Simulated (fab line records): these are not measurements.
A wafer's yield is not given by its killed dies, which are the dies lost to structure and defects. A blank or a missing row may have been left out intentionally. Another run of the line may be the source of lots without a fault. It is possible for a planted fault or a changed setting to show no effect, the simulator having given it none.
fab line records	flow ritCmos
record: lots: 6	wafers: 18	lastDay: 6
route steps=202 shown SDANNEAL@153 PSD@157 NSD@158 PLDD@159 NLDD@160 SILICIDE@161 M1@202
lots untouched by any fault: they come from a run of this same line in which no faults occurred
startH: hours from the record's opening day to when the first of the lot's shown wafers began	waitH: hours from the lot's prior step to this one	" the same as in the row above	L1.1+2: one row covering several wafers at once	- value missing, or start not given	* or withheld: withheld	< > ~ a bound
route shown NAME@n: names a module that has steps shown in the file, with the first one's number in the route	usual: average and standard deviation across the fault-free wafers	same: alike in all rows	chamber/n: place in a boat	sites: each site's reading	_std_site: standard deviation across them	_edge_site: inner sites' mean taken away from outer sites' mean	radiusMm: for every site, how far away it sits from the centre of the wafer	mask NAME#n: copy n	behind: the most recent tool/chamber to have shaped the wafer	hold: what put the lot on hold/how long, in hours/how the hold closed	device: names the non-switching transistor (n, p or np)	end of line: tests of these same wafers at the route's end	a step with no rows: only its recipe	killed: not the wafer's yield, but the dies lost to structure and defects at the first sort	map: a wafer's dies, x killed, . not, _ none there
set.NAME: the setting the step ran with; set.NAME@STEP: the setting that earlier step ran with	model.NAME: the simulator's own value behind a step, which no gauge read
lots at selected steps of the route; one table per step, one row per wafer
services: the hour from which a tool's chamber was out of use, counted from the record's first day as startH (under 0 if before that day), plus the number of hours and why
== steps ==
step: RIT_SDANNEAL_CLEAN_00
recipe: chemistry: SC1	mix: 3:3:50	timeS: 600	tempC: 75
step: RIT_SDANNEAL_CLEAN_01
recipe: chemistry: dHF	dilution: 50:1	timeS: 30
step: RIT_SDANNEAL_CLEAN_02
recipe: chemistry: SC2	mix: 3:3:50	timeS: 600	tempC: 75	dry: n2Spin
step: RIT_SDANNEAL_RTA_03
recipe: tempC: 1050	timeS: 5	idleTempC: 600	rampUpCPerS: 342	rampDownCPerS: 171	coolToC: 600	ambient: N2
usual: wafer_temp_C_max: 1053.6/1.2
lot.wafer	tool	chamber	startH	waitH	wafer_temp_C_max
L957.2	rtpAnneal-01	0	58.67	0.0	1053.8
L957.3	"	0	"	"	1053.3
L957.5	"	0	"	"	1051.4
L965.3	rtpAnneal-01	0	101.73	0.0	1053.4
L965.5	"	0	"	"	1055.3
L965.6	"	0	"	"	1053.4
L969.1	rtpAnneal-01	0	120.45	0.0	1053.4
L969.3	"	0	"	"	1052.2
L969.6	"	0	"	"	1053.2
L971.2	rtpAnneal-01	0	128.96	0.0	1054.2
L971.3	"	0	"	"	1053.3
L971.4	"	0	"	"	1055.4
L972.1	rtpAnneal-02	0	132.78	0.0	1053.5
L972.3	"	0	"	"	1052.6
L972.6	"	0	"	"	1052.8
L973.2	rtpAnneal-01	0	138.63	0.0	1053.8
L973.5	"	0	"	"	1053.0
L973.6	"	0	"	"	1052.0
step: RIT_SDANNEAL_RS_MEAS_04
recipe: thkMeasGauge: four-point-probe
usual: PSD_RS: 115.8/0.32
lot.wafer	tool	chamber	startH	waitH	PSD_RS[ohm/sq]
L957.2	filmMetro-01	-	58.74	0.1	115.7
L957.3	"	-	"	"	115.9
L957.5	"	-	"	"	115.6
L965.3	filmMetro-04	-	101.81	0.1	116.0
L965.5	"	-	"	"	116.2
L965.6	"	-	"	"	115.8
L969.1	filmMetro-01	-	120.51	0.0	116.1
L969.3	"	-	"	"	115.7
L969.6	"	-	"	"	115.7
L971.2	filmMetro-01	-	129.08	0.1	115.6
L971.3	"	-	"	"	115.3
L971.4	"	-	"	"	116.1
L972.1	filmMetro-01	-	132.84	0.0	116.0
L972.3	"	-	"	"	116.0
L972.6	"	-	"	"	115.9
L973.2	filmMetro-03	-	138.70	0.1	116.5
L973.5	"	-	"	"	116.6
L973.6	"	-	"	"	116.5
step: RIT_SDANNEAL_RS_MEAS_05
recipe: thkMeasGauge: four-point-probe
usual: NSD_RS: 85.16/0.29
lot.wafer	tool	chamber	startH	waitH	NSD_RS[ohm/sq]
L957.2	filmMetro-01	-	58.86	0.1	85.32
L957.3	"	-	"	"	85.29
L957.5	"	-	"	"	85.24
L965.3	filmMetro-04	-	101.93	0.1	85.05
L965.5	"	-	"	"	85.04
L965.6	"	-	"	"	85.05
L969.1	filmMetro-01	-	120.63	0.1	84.67
L969.3	"	-	"	"	84.61
L969.6	"	-	"	"	84.96
L971.2	filmMetro-01	-	129.20	0.1	85.34
L971.3	"	-	"	"	85.26
L971.4	"	-	"	"	85.43
L972.1	filmMetro-01	-	132.96	0.1	85.64
L972.3	"	-	"	"	85.36
L972.6	"	-	"	"	85.38
L973.2	filmMetro-03	-	138.82	0.1	85.31
L973.5	"	-	"	"	85.41
L973.6	"	-	"	"	85.08
step: RIT_SDANNEAL_RS_MEAS_06
recipe: thkMeasGauge: four-point-probe
usual: PLDD_RS: 177.7/0.45
lot.wafer	tool	chamber	startH	waitH	PLDD_RS[ohm/sq]
L957.2	filmMetro-01	-	58.98	0.1	177.6
L957.3	"	-	"	"	177.8
L957.5	"	-	"	"	177.9
L965.3	filmMetro-04	-	102.05	0.1	178.1
L965.5	"	-	"	"	178.3
L965.6	"	-	"	"	177.8
L969.1	filmMetro-01	-	120.75	0.1	177.5
L969.3	"	-	"	"	177.5
L969.6	"	-	"	"	177.2
L971.2	filmMetro-01	-	129.32	0.1	178.4
L971.3	"	-	"	"	178.1
L971.4	"	-	"	"	178.1
L972.1	filmMetro-01	-	133.08	0.1	178.0
L972.3	"	-	"	"	177.9
L972.6	"	-	"	"	177.6
L973.2	filmMetro-03	-	138.94	0.1	178.4
L973.5	"	-	"	"	178.9
L973.6	"	-	"	"	178.5
step: RIT_SDANNEAL_RS_MEAS_07
recipe: thkMeasGauge: four-point-probe
usual: NLDD_RS: 151.6/0.58
lot.wafer	tool	chamber	startH	waitH	NLDD_RS[ohm/sq]
L957.2	filmMetro-01	-	59.10	0.1	151.4
L957.3	"	-	"	"	152.0
L957.5	"	-	"	"	151.6
L965.3	filmMetro-04	-	102.17	0.1	152.3
L965.5	"	-	"	"	151.9
L965.6	"	-	"	"	152.2
L969.1	filmMetro-01	-	120.87	0.1	151.9
L969.3	"	-	"	"	152.7
L969.6	"	-	"	"	151.8
L971.2	filmMetro-01	-	129.44	0.1	151.1
L971.3	"	-	"	"	150.9
L971.4	"	-	"	"	151.0
L972.1	filmMetro-01	-	133.20	0.1	150.9
L972.3	"	-	"	"	150.8
L972.6	"	-	"	"	151.3
L973.2	filmMetro-03	-	139.06	0.1	152.0
L973.5	"	-	"	"	152.4
L973.6	"	-	"	"	152.7
step: RIT_SILICIDE_WET_ETCH_00
recipe: chemistry: BOE	target: SiO2	targetDepthNm: 14	timeS: 15	dry: n2Spin	dilution: 10:1	tempC: 21.5
step: RIT_SILICIDE_SPUTTER_01
recipe: material: Ti	targetThkNm: 30	powerW: 355.3	chamberPressurePa: 0.667	gas: Ar	timeS: 240	substrateTempC: 25
usual: throttleValvePct: 30.0/1.1
lot.wafer	tool	chamber	startH	waitH	throttleValvePct
L957.2	pvdSputter-01	-	59.21	0.0	31.8
L957.3	"	-	"	"	29.6
L957.5	"	-	"	"	31.8
L965.3	pvdSputter-02	-	102.27	0.0	29.1
L965.5	"	-	"	"	29.5
L965.6	"	-	"	"	29.4
L969.1	pvdSputter-02	-	121.00	0.0	29.5
L969.3	"	-	"	"	28.1
L969.6	"	-	"	"	28.1
L971.2	pvdSputter-02	-	129.55	0.0	28.2
L971.3	"	-	"	"	29.2
L971.4	"	-	"	"	29.3
L972.1	pvdSputter-01	-	133.35	0.0	31.4
L972.3	"	-	"	"	29.6
L972.6	"	-	"	"	31.0
L973.2	pvdSputter-02	-	139.17	0.0	29.3
L973.5	"	-	"	"	29.2
L973.6	"	-	"	"	29.7
step: RIT_SILICIDE_RS_MEAS_02
recipe: thkMeasGauge: four-point-probe	reads: Ti_of_SILICIDE_SPUTTER_01
usual: SILICIDE_TI_RS: 47.3/0.54
lot.wafer	tool	chamber	startH	waitH	SILICIDE_TI_RS[ohm/sq]
L957.2	filmMetro-04	-	59.38	0.1	47.3
L957.3	"	-	"	"	47.8
L957.5	"	-	"	"	47.7
L965.3	filmMetro-01	-	102.46	0.1	47.9
L965.5	"	-	"	"	47.0
L965.6	"	-	"	"	47.6
L969.1	filmMetro-04	-	121.17	0.1	47.6
L969.3	"	-	"	"	46.4
L969.6	"	-	"	"	47.0
L971.2	filmMetro-01	-	129.72	0.1	46.9
L971.3	"	-	"	"	47.0
L971.4	"	-	"	"	47.1
L972.1	filmMetro-02	-	133.50	0.1	47.6
L972.3	"	-	"	"	47.1
L972.6	"	-	"	"	47.3
L973.2	filmMetro-04	-	139.34	0.1	47.7
L973.5	"	-	"	"	47.8
L973.6	"	-	"	"	47.8
step: RIT_SILICIDE_THK_MEAS_03
recipe: thkMeasGauge: xrf	reads: Ti_of_SILICIDE_SPUTTER_01
usual: SILICIDE_TI_THK: 30.3/0.34
lot.wafer	tool	chamber	startH	waitH	SILICIDE_TI_THK[nm]
L957.2	filmMetro-04	-	59.49	0.1	30.4
L957.3	"	-	"	"	30.1
L957.5	"	-	"	"	30.2
L965.3	filmMetro-01	-	102.56	0.1	30.2
L965.5	"	-	"	"	30.6
L965.6	"	-	"	"	30.5
L969.1	filmMetro-04	-	121.29	0.1	30.5
L969.3	"	-	"	"	31.0
L969.6	"	-	"	"	30.7
L971.2	filmMetro-01	-	129.83	0.1	30.8
L971.3	"	-	"	"	30.7
L971.4	"	-	"	"	30.8
L972.1	filmMetro-02	-	133.62	0.1	30.0
L972.3	"	-	"	"	30.1
L972.6	"	-	"	"	30.1
L973.2	filmMetro-04	-	139.45	0.1	30.3
L973.5	"	-	"	"	30.3
L973.6	"	-	"	"	30.1
step: RIT_SILICIDE_RTA_04
recipe: tempC: 650	timeS: 10	idleTempC: 25	rampUpS: 5	rampDownS: 5	coolToC: 25	ambient: N2
usual: wafer_temp_C_max: 652.9/0.96
lot.wafer	tool	chamber	startH	waitH	wafer_temp_C_max
L957.2	rtpAnneal-02	0	59.55	0.1	654.3
L957.3	"	0	"	"	653.8
L957.5	"	0	"	"	653.2
L965.3	rtpAnneal-02	0	102.62	0.1	653.9
L965.5	"	0	"	"	653.3
L965.6	"	0	"	"	653.4
L969.1	rtpAnneal-02	0	121.35	0.1	654.1
L969.3	"	0	"	"	653.6
L969.6	"	0	"	"	653.1
L971.2	rtpAnneal-02	0	129.89	0.1	629.4
L971.3	"	0	"	"	628.9
L971.4	"	0	"	"	628.4
L972.1	rtpAnneal-01	0	133.68	0.1	652.1
L972.3	"	0	"	"	652.0
L972.6	"	0	"	"	652.5
L973.2	rtpAnneal-02	0	139.51	0.1	628.6
L973.5	"	0	"	"	628.7
L973.6	"	0	"	"	628.0
step: RIT_SILICIDE_WET_ETCH_05
recipe: chemistry: SPM	target: Ti	tempC: 90	timeS: 120	dry: n2Spin
step: RIT_M1_PROBE_99
usual: killedAtContacts: 0.0/0.2	killedAtFrontEnd: 6.8/3	killedDies: 6.9/3	killedOpen: 3.3/1.9	killedShort: 3.6/1.9
same: grossDies: 264	killed_at_M0_to_M3: 0	killed_at_M4_up: 0	killedAtBackSide: 0	killedAtOther: 0
lot.wafer	tool	chamber	startH	waitH	killedAtContacts	killedAtFrontEnd	killedDies	killedOpen	killedShort
L957.2	prober-01	-	66.64	0.1	0	5	5	3	2
L957.3	prober-01	-	66.69	0.2	0	10	10	7	3
L957.5	prober-01	-	66.79	0.2	0	7	7	5	2
L965.3	prober-02	-	109.31	0.2	0	10	10	7	3
L965.5	prober-02	-	109.41	0.2	0	7	7	5	2
L965.6	prober-02	-	109.46	0.2	0	9	9	7	2
L972.1	prober-02	-	140.25	0.1	0	4	4	2	2
L972.3	prober-02	-	140.35	0.2	0	7	7	3	4
L972.6	prober-02	-	140.50	0.2	0	4	4	3	1
L973.2	prober-01	-	146.16	0.1	0	8	8	3	5
L973.5	prober-01	-	146.31	0.2	0	10	10	7	3
L973.6	prober-01	-	146.36	0.2	0	7	7	1	6
killed by level:class
L957.2 GATE:geometricParticle:open=1 SPACER:geometricParticle:open=1 SPACER:geometricParticle:short=1 SILICIDE:geometricParticle:short=1 SILICIDE:geometricParticle:open=1
L957.3 GATE:geometricParticle:open=3 SPACER:geometricParticle:short=2 FOX1:geometricParticle:open=1 REOX:geometricParticle:open=1 SPACER:geometricParticle:open=1 SILICIDE:geometricParticle:short=1 SILICIDE:geometricParticle:open=1
L957.5 GATE:geometricParticle:open=2 FOX1:geometricParticle:open=1 GATE:geometricParticle:short=1 REOX:geometricParticle:short=1 SPACER:geometricParticle:open=1 SILICIDE:geometricParticle:open=1
L965.3 REOX:geometricParticle:open=3 GATE:geometricParticle:short=2 FOX2:geometricParticle:open=1 GATE:geometricParticle:open=1 SPACER:geometricParticle:open=1 SPACER:geometricParticle:short=1 SILICIDE:geometricParticle:open=1
L965.5 FOX1:geometricParticle:open=2 GATE:geometricParticle:open=2 GATE:geometricParticle:short=1 REOX:geometricParticle:open=1 SILICIDE:geometricParticle:short=1
L965.6 GATE:geometricParticle:open=3 REOX:geometricParticle:open=3 FOX1:geometricParticle:short=1 GATE:geometricParticle:short=1 SILICIDE:geometricParticle:open=1
L972.1 GATE:geometricParticle:open=1 GATE:geometricParticle:short=1 SPACER:geometricParticle:open=1 SILICIDE:geometricParticle:short=1
L972.3 REOX:geometricParticle:short=2 SPACER:geometricParticle:short=2 FOX1:geometricParticle:open=1 GATE:geometricParticle:open=1 SILICIDE:geometricParticle:open=1
L972.6 GATE:geometricParticle:open=3 SPACER:geometricParticle:short=1
L973.2 GATE:geometricParticle:short=3 SPACER:geometricParticle:open=2 FOX1:geometricParticle:short=1 REOX:geometricParticle:short=1 SILICIDE:geometricParticle:open=1
L973.5 FOX1:geometricParticle:open=2 REOX:geometricParticle:short=2 ACTIVE:geometricParticle:short=1 ACTIVE:geometricParticle:open=1 GATE:geometricParticle:open=1 REOX:geometricParticle:open=1 SPACER:geometricParticle:open=1 SILICIDE:geometricParticle:open=1
L973.6 GATE:geometricParticle:short=4 FOX1:geometricParticle:short=1 FOX2:geometricParticle:open=1 FOX2:geometricParticle:short=1
== services ==
tool	chamber	startH	hours	kind
rtpAnneal-01	-	65.47	3.1	pm
pvdSputter-01	-	81.71	6.1	repair
== key ==
firstSign: step: RIT_SILICIDE_RTA_04	reading: wafer_temp_C_max	direction: down	sigmas: 25	usual: *	struck: *
effect none on later readings
metAt RIT_SILICIDE_RTA_04
struckWafers L971.2,L971.3,L971.4,L973.2,L973.5,L973.6
testerLeftOut L971,L973
onsetBetween 121.35 129.89
fault: kind: processParameterDrift	tool: rtpAnneal-02	chamber: -	onsetH: 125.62	steps: RIT_SILICIDE_RTA_04	channel: tempC	offset: *	shape: step	endH: 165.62	actsIn: *	stated: *
testerLeftOut: of these lots the tester's yield and bins aren't shown, on N5 and GAA mostly nor the transistor test; their killed dies are dies lost to structure and defects alone, not to doping, threshold or leakage, so they don't give the yield
